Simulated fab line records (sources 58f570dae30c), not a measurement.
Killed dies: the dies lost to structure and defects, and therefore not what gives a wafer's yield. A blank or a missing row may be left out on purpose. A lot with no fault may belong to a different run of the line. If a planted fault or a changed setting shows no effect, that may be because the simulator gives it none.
What tool caused it? -- flow berkeley cmos170 -- 6 lots with 18 wafers sampled at 3 steps, on a route of 331 steps

WHAT THE GAUGES READ, wafer by wafer
UCB170_M2_CD_MEAS_90: target cd 700 nm.
lot,measured,on,cd nm (nm)
L663,day 8 20:39,cd sem-01,700.2 701.4 697.2
L666,day 9 10:16,cd sem-01,700.2 707.8 705.1
L670,day 10 03:14,cd sem-01,699.8 682.3 701.1
L677,day 11 23:23,cd sem-01,701.6 698.8 696.5
L680,day 12 11:18,cd sem-02,699.7 698.7 699.2
L681,day 13 05:34,cd sem-01,698.9 697.5 700.6

WHAT TOOL EACH LOT RAN ON (gives the tool, then ch and the chambers of the sampled wafers, and finally the start)
lot,UCB170_M2_METAL_ETCH_18,UCB170_M2_STRIP_19
L663,"rie metal-02 ch 0,1, day 8 20:22","plasma asher-02 ch 0, day 8 20:33"
L666,"rie metal-01 ch 0,1, day 9 09:58","plasma asher-01 ch 0,1, day 9 10:10"
L670,"rie metal-01 ch 0,1, day 10 02:56","plasma asher-03 ch 0,1, day 10 03:08"
L677,"rie metal-03 ch 0,1, day 11 23:07","plasma asher-02 ch 0,1, day 11 23:17"
L680,"rie metal-03 ch 0, day 12 11:01","plasma asher-01 ch 1, day 12 11:12"
L681,"rie metal-02 ch 0,1, day 13 05:16","plasma asher-03 ch 0,1, day 13 05:25"
- UCB170_M2_METAL_ETCH_18: etches Al in Cl2/BCl3, stops on SiO2, target depth 1170 nm, time 195 s.
- UCB170_M2_STRIP_19: strips in O2.

THE ANSWER, worked out from the rows above alone
Rule: the usual values come from the lots themselves. The widest of any qualifying gaps counts: lots, ordered by their means at a reading, are off when they make up no more than a third of the lots, leave a main group of 4 or more, and stand apart from it by 3 or more times the standard deviation of that group's means. If all means in a main group match to the digits the tables above print for the reading, that group is not used. Also off: a lot with no number at a reading for which 4 or more lots have one. Any other lot the step has rows for is counted as sound.
None of the lots is off at any reading shown; this tells nothing.

WHAT THE SIMULATOR PUT IN
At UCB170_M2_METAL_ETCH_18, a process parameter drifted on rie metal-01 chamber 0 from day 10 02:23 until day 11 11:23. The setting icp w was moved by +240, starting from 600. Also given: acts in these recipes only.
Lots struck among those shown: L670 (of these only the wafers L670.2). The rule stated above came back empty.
